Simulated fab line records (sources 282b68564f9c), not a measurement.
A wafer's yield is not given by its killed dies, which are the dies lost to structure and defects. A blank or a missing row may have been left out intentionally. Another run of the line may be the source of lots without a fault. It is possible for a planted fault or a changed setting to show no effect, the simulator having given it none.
Split-lot study / flow rit_cmos / 23 wafers read across 5 lots, on a route 202 steps long

## THE SPLIT ITSELF
At RIT_GATE_CVD_08 (deposits poly-Si from SiH4, target thk 250 nm, time 2220 s), the setting time_s was moved away from the recipe's 2220 s on 10 of the 23 wafers read, by -6.8% to +14.7%. The other wafers ran this setting at the recipe's value.

There is no step in the file separating the split from the reading.

## THE READING
Values of GATE_POLY_THK in nm from RIT_GATE_THK_MEAS_09. Fault-free wafers of this fab line usually give 248.2 nm, standard deviation 2.6 nm.

wafer=L075.1; tool, chamber at the split=-, -; time_s as run, s=2220; against the recipe=recipe; GATE_POLY_THK, nm=254.3; against lot-mates on the recipe=-
wafer=L075.2; tool, chamber at the split=-, -; time_s as run, s=2220; against the recipe=recipe; GATE_POLY_THK, nm=253.2; against lot-mates on the recipe=-
wafer=L075.3; tool, chamber at the split=-, -; time_s as run, s=2220; against the recipe=recipe; GATE_POLY_THK, nm=249.9; against lot-mates on the recipe=-
wafer=L075.4; tool, chamber at the split=-, -; time_s as run, s=2220; against the recipe=recipe; GATE_POLY_THK, nm=252.6; against lot-mates on the recipe=-
wafer=L075.6; tool, chamber at the split=-, -; time_s as run, s=2220; against the recipe=recipe; GATE_POLY_THK, nm=253.6; against lot-mates on the recipe=-
wafer=L076.1; tool, chamber at the split=-, -; time_s as run, s=2220; against the recipe=recipe; GATE_POLY_THK, nm=251.1; against lot-mates on the recipe=-
wafer=L076.2; tool, chamber at the split=-, -; time_s as run, s=2220; against the recipe=recipe; GATE_POLY_THK, nm=252.9; against lot-mates on the recipe=-
wafer=L076.4; tool, chamber at the split=-, -; time_s as run, s=2220; against the recipe=recipe; GATE_POLY_THK, nm=250.2; against lot-mates on the recipe=-
wafer=L076.5; tool, chamber at the split=-, -; time_s as run, s=2220; against the recipe=recipe; GATE_POLY_THK, nm=250.2; against lot-mates on the recipe=-
wafer=L076.6; tool, chamber at the split=-, -; time_s as run, s=2220; against the recipe=recipe; GATE_POLY_THK, nm=251.8; against lot-mates on the recipe=-
wafer=L081.1; tool, chamber at the split=-, -; time_s as run, s=2546; against the recipe=+14.7%; GATE_POLY_THK, nm=282.7; against lot-mates on the recipe=no lot-mate on the recipe
wafer=L081.2; tool, chamber at the split=-, -; time_s as run, s=2546; against the recipe=+14.7%; GATE_POLY_THK, nm=283.8; against lot-mates on the recipe=no lot-mate on the recipe
wafer=L081.3; tool, chamber at the split=-, -; time_s as run, s=2546; against the recipe=+14.7%; GATE_POLY_THK, nm=282.2; against lot-mates on the recipe=no lot-mate on the recipe
wafer=L081.4; tool, chamber at the split=-, -; time_s as run, s=2546; against the recipe=+14.7%; GATE_POLY_THK, nm=282.8; against lot-mates on the recipe=no lot-mate on the recipe
wafer=L081.6; tool, chamber at the split=-, -; time_s as run, s=2546; against the recipe=+14.7%; GATE_POLY_THK, nm=283.8; against lot-mates on the recipe=no lot-mate on the recipe
wafer=L083.1; tool, chamber at the split=-, -; time_s as run, s=2070; against the recipe=-6.8%; GATE_POLY_THK, nm=229.9; against lot-mates on the recipe=no lot-mate on the recipe
wafer=L083.3; tool, chamber at the split=-, -; time_s as run, s=2070; against the recipe=-6.8%; GATE_POLY_THK, nm=228.7; against lot-mates on the recipe=no lot-mate on the recipe
wafer=L083.4; tool, chamber at the split=-, -; time_s as run, s=2070; against the recipe=-6.8%; GATE_POLY_THK, nm=227.4; against lot-mates on the recipe=no lot-mate on the recipe
wafer=L083.5; tool, chamber at the split=-, -; time_s as run, s=2070; against the recipe=-6.8%; GATE_POLY_THK, nm=227.7; against lot-mates on the recipe=no lot-mate on the recipe
wafer=L083.6; tool, chamber at the split=-, -; time_s as run, s=2070; against the recipe=-6.8%; GATE_POLY_THK, nm=228.6; against lot-mates on the recipe=no lot-mate on the recipe
wafer=L085.1; tool, chamber at the split=lpcvd-01, 1; time_s as run, s=2220; against the recipe=recipe; GATE_POLY_THK, nm=249.6; against lot-mates on the recipe=-
wafer=L085.2; tool, chamber at the split=lpcvd-01, 1; time_s as run, s=2220; against the recipe=recipe; GATE_POLY_THK, nm=248.8; against lot-mates on the recipe=-
wafer=L085.5; tool, chamber at the split=lpcvd-01, 1; time_s as run, s=2220; against the recipe=recipe; GATE_POLY_THK, nm=247.8; against lot-mates on the recipe=-

THE FIT
A straight line over all 23 wafers: GATE_POLY_THK changes by +2.45 nm for each +1% of time_s; r = +0.99; the points scatter about the line by 3.2 nm.
Too few moved wafers have a lot-mate on the recipe to fit a line with each lot's own level taken away.

## THE WHOLE CHAIN: every reading that the file lists as answering this split, in the file's order
step=RIT_GATE_CVD_08; what it does=deposits poly-Si from SiH4, target thk 250 nm, time 2220 s; reading=poly-Si_of_GATE_CVD_08.thk_nm (the simulator's own value, which no gauge read); change (the file's fit)=+2.45 nm for each +1% of the setting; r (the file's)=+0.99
step=RIT_GATE_THK_MEAS_09; what it does=; reading=GATE_POLY_THK; change (the file's fit)=+2.45 for each +1% of the setting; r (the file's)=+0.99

## FILE'S OWN FIT
GATE_POLY_THK changes by +2.45 nm for each +1% of time_s, r = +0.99.
